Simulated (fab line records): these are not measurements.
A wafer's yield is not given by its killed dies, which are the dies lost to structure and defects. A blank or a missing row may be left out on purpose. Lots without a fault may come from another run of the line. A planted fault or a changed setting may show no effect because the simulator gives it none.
Split-lot experiment ; flow berkeleyCmos170 ; 23 wafers read from 5 lots, route of 331 steps

THE SPLIT ITSELF
At UCB170_M3_SPUTTER_01 (material Al, target thk 900 nm, time 120 s), the setting timeS was moved away from the recipe's 120 s on 6 of the 23 wafers read, by +7.8% to +8.3%. For the rest of the wafers, this setting stayed at what the recipe calls for.

SPLIT TO READING: what lies between them in the file, 1 step
- UCB170_M3_RS_MEAS_02: measures by four-point-probe

THE READING
M3_AL_THK, in nm, at UCB170_M3_THK_MEAS_03 (measures by xrf). Typical for fault-free wafers on this fab line: 895 nm, with standard deviation 13 nm.

wafer;tool, chamber at the split;timeS as run, s;against the recipe;M3_AL_THK, nm;against lot-mates on the recipe
L074.1;pvdSputter-02, -;129.9;+8.3%;970;+90
L074.2;pvdSputter-02, -;129.9;+8.3%;974;+94
L074.3;pvdSputter-02, -;120;recipe;877;-
L074.4;pvdSputter-02, -;120;recipe;884;-
L074.6;pvdSputter-02, -;129.9;+8.3%;980;+100
L078.2;pvdSputter-04, -;120;recipe;907;-
L078.3;pvdSputter-04, -;120;recipe;885;-
L078.4;pvdSputter-04, -;120;recipe;903;-
L078.5;pvdSputter-04, -;120;recipe;900;-
L078.6;pvdSputter-04, -;120;recipe;897;-
L075.1;pvdSputter-04, -;120;recipe;892;-
L075.3;pvdSputter-04, -;129.3;+7.8%;951;+52
L075.4;pvdSputter-04, -;120;recipe;907;-
L075.5;pvdSputter-04, -;129.3;+7.8%;951;+52
L075.6;pvdSputter-04, -;129.3;+7.8%;972;+72
L077.1;pvdSputter-02, -;120;recipe;876;-
L077.2;pvdSputter-02, -;120;recipe;893;-
L077.3;pvdSputter-02, -;120;recipe;872;-
L077.5;pvdSputter-02, -;120;recipe;886;-
L077.6;pvdSputter-02, -;120;recipe;896;-
L083.1;pvdSputter-01, -;120;recipe;902;-
L083.2;pvdSputter-01, -;120;recipe;889;-
L083.4;pvdSputter-01, -;120;recipe;898;-

FIT RESULTS
A straight line over all 23 wafers: M3_AL_THK changes by +9.32 nm for each +1% of timeS; r = +0.95; the points scatter about the line by 11 nm.
The same after taking each lot's own level away (the mean of its wafers on the recipe; 23 wafers): +9.62 nm for each +1%; r = +0.95; scatter 11 nm.
According to that fit, moving timeS by its largest amount changes the reading by 79 nm.
Measured against the standard deviation above, the lots' own levels, which go from 880.5 to 899.5 nm, span 1.5 times it.
The two slopes agree, so the slope changes little with the lot-to-lot level.
Check: +77 nm against its lot-mates is what the line predicts for one of the wafers moved furthest among these (+8.3%) when that wafer is left out of the fit. It came out at +89.5 nm against them.

FURTHER SPLITS ON THESE WAFERS
Other splits were also applied to these wafers ahead of the reading. Each is held against what the fit with the lots' levels taken away leaves over:
other split on the same wafers;wafers away from the commonest value;r with M3_AL_THK (lot level and that fit taken away)
UCB170_PSD_COAT_01 spinRpm;8;-0.15
UCB170_NSD_EXPOSE_03 doseMj;7;-0.30
UCB170_SILICIDE_SPUTTER_01 powerW;8;+0.07
UCB170_CONTACT_CVD_01 o2FlowSccm;15;+0.25

THE WHOLE CHAIN: every reading that the file lists as answering this split, in the file's order
step;what it does;reading;change (the file's fit);r (the file's)
UCB170_M3_SPUTTER_01;material Al, target thk 900 nm, time 120 s;Al_of_M3_SPUTTER_01.thkNm (the simulator's own value, which no gauge read);+9.67 nm for each +1% of the setting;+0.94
UCB170_M3_RS_MEAS_02;measures by four-point-probe;M3_AL_RS;-0.000323 for each +1% of the setting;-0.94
UCB170_M3_THK_MEAS_03;measures by xrf;M3_AL_THK;+9.61 for each +1% of the setting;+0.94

THE FILE'S OWN FIT
M3_AL_THK changes by +9.61 nm for each +1% of timeS, r = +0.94.
